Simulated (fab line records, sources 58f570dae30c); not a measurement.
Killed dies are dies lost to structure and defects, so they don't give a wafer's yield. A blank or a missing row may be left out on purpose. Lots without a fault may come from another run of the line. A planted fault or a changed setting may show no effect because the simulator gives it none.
fab line records | flow berkeley_cmos170
record lots=5 wafers=23
route steps=331 shown M3@326
start_h: hours from the record's first day to the start of the lot's first wafer shown | wait_h: hours since the lot's step before | " the same as in the row above | L1.1+2: a row that stands for several wafers | - no value, or no start given | * or withheld: withheld | < > ~ a bound
route shown NAME@n: a module of which the file shows steps, and the number in the route of the first | usual: mean/standard deviation of fault-free wafers | same: alike in all rows | chamber/n: place in a boat | sites: the reading at each site | _std_site: their standard deviation | _edge_site: outer sites' mean less inner sites' | radius_mm: how far each site lies from the wafer's centre | mask NAME#n: copy n | behind: the tool/chamber that last shaped the wafer | hold: why the lot was held/for how many hours/how that ended | device: the transistor (n, p or np) that didn't switch | end of line: the same wafers' tests at the end of the route | a step without rows: its recipe alone | killed: dies lost to structure and defects at the first sort, not the wafer's yield | map: a wafer's dies, x killed, . not, _ none there
set.NAME: the setting as run; set.NAME@STEP: as run at that earlier step | model.NAME: the simulator's own value behind a step, which no gauge read
lots whose settings were changed on purpose; a table a step, a row a wafer
## steps
# step UCB170_M3_ETCH_17
# recipe chemistry=N2/H2 target_depth_a=withheld overetch_a=withheld target=BARC time_s=withheld source_w=500 bias_w=100 pressure_mtorr=30 n2_flow_sccm=100 h2_flow_sccm=200
# columns lot.wafer tool chamber start_h wait_h set.bias_w
L075.2+4+5 rie_diel-02 1,0,2 157.87 0.0 109.8
L075.3+6 " 2,1 " " 100
L080.2+5 rie_diel-03 1 187.14 0.0 100
L080.3+4+6 " 2,3,2 " " 109
L081.1+2+3 rie_diel-02 3,1,0 187.54 0.0 100
L081.4+5 " 2,1 " " 95.47
L084.1+4+5 rie_diel-04 3,2,1 209.41 0.0 100
L085.1+3 rie_diel-03 0,2 210.04 0.0 100
L085.2+4+6 " 1,2,1 " " 106.6
# step UCB170_M3_METAL_ETCH_18
# recipe chemistry=Cl2/BCl3 target=Al stop_on=SiO2 pressure_mtorr=12 target_depth_a=11700 over_etch_frac=0.3 time_s=195 icp_w=600 bias_w=120 Cl2_flow_sccm=90 bcl3_flow_sccm=45
# usual oes_product_au=0.854/0.009
# columns lot.wafer tool chamber start_h wait_h set.time_s@M3_SPUTTER_01 oes_product_au
L075.2 rie_metal-03 0 157.91 - 120 0.861
L075.3 " 0 " " 103.1 0.791
L075.4 " 1 " " 103.1 0.778
L075.5 " 1 " " 120 0.859
L075.6 " 0 " " 103.1 0.793
L080.2 rie_metal-01 0 187.18 - 131.7 0.910
L080.3 " 0 " " 131.7 0.907
L080.4 " 1 " " 120 0.861
L080.5 " 1 " " 120 0.844
L080.6 " 0 " " 131.7 0.912
L081.1 rie_metal-03 0 187.58 - 120 0.846
L081.2 " 0 " " 109.7 0.812
L081.3 " 0 " " 120 0.854
L081.4 " 0 " " 120 0.855
L081.5 " 0 " " 109.7 0.813
L084.1 rie_metal-01 0 209.45 - 120 0.876
L084.4 " 0 " " 120 0.872
L084.5 " 1 " " 120 0.856
L085.1 rie_metal-04 1 210.08 - 107.1 0.800
L085.2 " 0 " " 120 0.854
L085.3 " 1 " " 107.1 0.798
L085.4 " 0 " " 120 0.862
L085.6 " 0 " " 107.1 0.805
## key
split step=UCB170_M3_ETCH_17 setting=bias_w stated=100 by=wafer
response none clear
split outside_this_file step=UCB170_M3_SPUTTER_01 setting=time_s
# split outside_this_file: this setting was split too, and the file shows its column; the key of that split is in another file
